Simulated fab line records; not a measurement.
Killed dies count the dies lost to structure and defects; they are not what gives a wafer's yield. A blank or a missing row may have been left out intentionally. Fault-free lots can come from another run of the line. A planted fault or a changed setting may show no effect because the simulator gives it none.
Tool commonality check :: flow berkeley cmos170 :: 15 lots, 45 wafers sampled

WHAT PROMPTED THE OPENING
3 of 15 lots carry a flag on the reading NSD_TW at UCB170_NSD_TW_MEAS_10. No-fault wafers: 4162, standard deviation 32.
Rule: a lot gets a flag if all its wafers with a number sit over 4 standard deviations from that mean, or if no wafer of it has a number. The other lots count as sound.

lot: L586
measured: day 6 15:53
on: film metro-03
NSD_TW, wafer by wafer: 4126 4130 4128
flag: 

lot: L588
measured: day 7 01:01
on: film metro-03
NSD_TW, wafer by wafer: 4137 4117 4120
flag: 

lot: L587
measured: day 7 01:23
on: film metro-01
NSD_TW, wafer by wafer: 4173 4167 4165
flag: 

lot: L590
measured: day 7 10:29
on: film metro-01
NSD_TW, wafer by wafer: 4175 4181 4185
flag: 

lot: L589
measured: day 7 10:47
on: film metro-03
NSD_TW, wafer by wafer: 4122 4142 4118
flag: 

lot: L591
measured: day 8 00:43
on: film metro-02
NSD_TW, wafer by wafer: 4187 4188 4208
flag: 

lot: L592
measured: day 8 01:11
on: film metro-01
NSD_TW, wafer by wafer: 4402 4388 4373
flag: FLAGGED

lot: L595
measured: day 8 09:41
on: film metro-01
NSD_TW, wafer by wafer: 4175 4188 4177
flag: 

lot: L593
measured: day 8 10:16
on: film metro-01
NSD_TW, wafer by wafer: 4162 4172 4167
flag: 

lot: L594
measured: day 8 10:47
on: film metro-03
NSD_TW, wafer by wafer: 4347 4345 4354
flag: FLAGGED

lot: L596
measured: day 9 02:34
on: film metro-02
NSD_TW, wafer by wafer: 4171 4214 4172
flag: 

lot: L597
measured: day 9 03:02
on: film metro-03
NSD_TW, wafer by wafer: 4131 4147 4129
flag: 

lot: L598
measured: day 9 03:05
on: film metro-03
NSD_TW, wafer by wafer: 4328 4324 4352
flag: FLAGGED

lot: L605
measured: day 10 07:07
on: film metro-02
NSD_TW, wafer by wafer: 4217 4183 4198
flag: 

lot: L608
measured: day 11 14:02
on: film metro-03
NSD_TW, wafer by wafer: 4110 4107 4139
flag: 
The mean of the flagged lots' numbers is 4357, +195 from the usual (+6 standard deviations).

TOOL THAT RAN EACH LOT
3 process steps preceding the reading are held in the record, out of 331 steps in the route. Cell contents, in order: the tool; ch with the chambers the sampled wafers went through; the start.
lot: L586
flag: 
UCB170_ZERO_STRIP_07: plasma asher-01 ch 0,1, day 1 18:22
UCB170_NSD_IMPLANT_08: implanter-02 ch 0, day 6 15:40
UCB170_NSD_STRIP_09: plasma asher-04 ch 0,1, day 6 15:47

lot: L588
flag: 
UCB170_ZERO_STRIP_07: plasma asher-04 ch 0,1, day 2 05:55
UCB170_NSD_IMPLANT_08: implanter-03 ch 0, day 7 00:48
UCB170_NSD_STRIP_09: plasma asher-03 ch 0,1, day 7 00:56

lot: L587
flag: 
UCB170_ZERO_STRIP_07: plasma asher-03 ch 0,1, day 1 22:52
UCB170_NSD_IMPLANT_08: implanter-03 ch 0, day 7 01:08
UCB170_NSD_STRIP_09: plasma asher-02 ch 0,1, day 7 01:17

lot: L590
flag: 
UCB170_ZERO_STRIP_07: plasma asher-01 ch 0,1, day 2 15:32
UCB170_NSD_IMPLANT_08: implanter-03 ch 0, day 7 10:14
UCB170_NSD_STRIP_09: plasma asher-02 ch 0,1, day 7 10:23

lot: L589
flag: 
UCB170_ZERO_STRIP_07: plasma asher-04 ch 0,1, day 2 08:56
UCB170_NSD_IMPLANT_08: implanter-02 ch 0, day 7 10:34
UCB170_NSD_STRIP_09: plasma asher-03 ch 0,1, day 7 10:41

lot: L591
flag: 
UCB170_ZERO_STRIP_07: plasma asher-03 ch 0,1, day 2 19:47
UCB170_NSD_IMPLANT_08: implanter-03 ch 0, day 8 00:28
UCB170_NSD_STRIP_09: plasma asher-03 ch 0,1, day 8 00:37

lot: L592
flag: FLAGGED
UCB170_ZERO_STRIP_07: plasma asher-03 ch 0,1, day 3 00:37
UCB170_NSD_IMPLANT_08: implanter-04 ch 0, day 8 00:37
UCB170_NSD_STRIP_09: plasma asher-02 ch 0,1, day 8 01:05

lot: L595
flag: 
UCB170_ZERO_STRIP_07: plasma asher-04 ch 1, day 3 17:49
UCB170_NSD_IMPLANT_08: implanter-02 ch 0, day 8 09:17
UCB170_NSD_STRIP_09: plasma asher-02 ch 0,1, day 8 09:35

lot: L593
flag: 
UCB170_ZERO_STRIP_07: plasma asher-01 ch 0, day 3 07:14
UCB170_NSD_IMPLANT_08: implanter-03 ch 0, day 8 10:02
UCB170_NSD_STRIP_09: plasma asher-04 ch 0,1, day 8 10:09

lot: L594
flag: FLAGGED
UCB170_ZERO_STRIP_07: plasma asher-04 ch 0,1, day 3 12:49
UCB170_NSD_IMPLANT_08: implanter-02 ch 0, day 8 10:06
UCB170_NSD_STRIP_09: plasma asher-03 ch 0,1, day 8 10:40

lot: L596
flag: 
UCB170_ZERO_STRIP_07: plasma asher-04 ch 0, day 4 00:35
UCB170_NSD_IMPLANT_08: implanter-03 ch 0, day 9 02:19
UCB170_NSD_STRIP_09: plasma asher-04 ch 0,1, day 9 02:28

lot: L597
flag: 
UCB170_ZERO_STRIP_07: plasma asher-01 ch 0,1, day 4 05:56
UCB170_NSD_IMPLANT_08: implanter-03 ch 0, day 9 02:49
UCB170_NSD_STRIP_09: plasma asher-03 ch 0,1, day 9 02:57

lot: L598
flag: FLAGGED
UCB170_ZERO_STRIP_07: plasma asher-04 ch 0,1, day 4 11:14
UCB170_NSD_IMPLANT_08: implanter-04 ch 0, day 9 02:29
UCB170_NSD_STRIP_09: plasma asher-02 ch 0,1, day 9 02:58

lot: L605
flag: 
UCB170_ZERO_STRIP_07: plasma asher-03 ch 0,1, day 5 19:14
UCB170_NSD_IMPLANT_08: implanter-02 ch 0, day 10 06:52
UCB170_NSD_STRIP_09: plasma asher-02 ch 1, day 10 07:01

lot: L608
flag: 
UCB170_ZERO_STRIP_07: plasma asher-03 ch 0, day 6 10:59
UCB170_NSD_IMPLANT_08: implanter-03 ch 0, day 11 13:48
UCB170_NSD_STRIP_09: plasma asher-04 ch 0, day 11 13:55
These steps, and what they do:
- UCB170_ZERO_STRIP_07: strips in O2.
- UCB170_NSD_IMPLANT_08
- UCB170_NSD_STRIP_09: strips in O2.
- UCB170_NSD_TW_MEAS_10

FLAGGED AGAINST TOTAL, ONE TOOL AT A TIME (gauges that did the reading follow at the end)
step: UCB170_ZERO_STRIP_07
tool: plasma asher-01
lots run: 4
flagged: 0
share of the flagged lots: none
sound lots run after its first flagged lot: -

step: UCB170_ZERO_STRIP_07
tool: plasma asher-03
lots run: 5
flagged: 1
share of the flagged lots: some
sound lots run after its first flagged lot: 2 (L605,L608)

step: UCB170_ZERO_STRIP_07
tool: plasma asher-04
lots run: 6
flagged: 2
share of the flagged lots: some
sound lots run after its first flagged lot: 2 (L595,L596)

step: UCB170_NSD_IMPLANT_08
tool: implanter-02
lots run: 5
flagged: 1
share of the flagged lots: some
sound lots run after its first flagged lot: 1 (L605)

step: UCB170_NSD_IMPLANT_08
tool: implanter-03
lots run: 8
flagged: 0
share of the flagged lots: none
sound lots run after its first flagged lot: -

step: UCB170_NSD_IMPLANT_08
tool: implanter-04
lots run: 2
flagged: 2
share of the flagged lots: some
sound lots run after its first flagged lot: 0

step: UCB170_NSD_STRIP_09
tool: plasma asher-02
lots run: 6
flagged: 2
share of the flagged lots: some
sound lots run after its first flagged lot: 2 (L595,L605)

step: UCB170_NSD_STRIP_09
tool: plasma asher-03
lots run: 5
flagged: 1
share of the flagged lots: some
sound lots run after its first flagged lot: 1 (L597)

step: UCB170_NSD_STRIP_09
tool: plasma asher-04
lots run: 4
flagged: 0
share of the flagged lots: none
sound lots run after its first flagged lot: -

step: UCB170_NSD_TW_MEAS_10
tool: film metro-01
lots run: 5
flagged: 1
share of the flagged lots: some
sound lots run after its first flagged lot: 2 (L595,L593)

step: UCB170_NSD_TW_MEAS_10
tool: film metro-02
lots run: 3
flagged: 0
share of the flagged lots: none
sound lots run after its first flagged lot: -

step: UCB170_NSD_TW_MEAS_10
tool: film metro-03
lots run: 7
flagged: 2
share of the flagged lots: some
sound lots run after its first flagged lot: 2 (L597,L608)

THE TABLE: WHAT IT ALLOWS
No row of the table ran every flagged lot.

WHAT THE SIMULATOR HAD INSERTED
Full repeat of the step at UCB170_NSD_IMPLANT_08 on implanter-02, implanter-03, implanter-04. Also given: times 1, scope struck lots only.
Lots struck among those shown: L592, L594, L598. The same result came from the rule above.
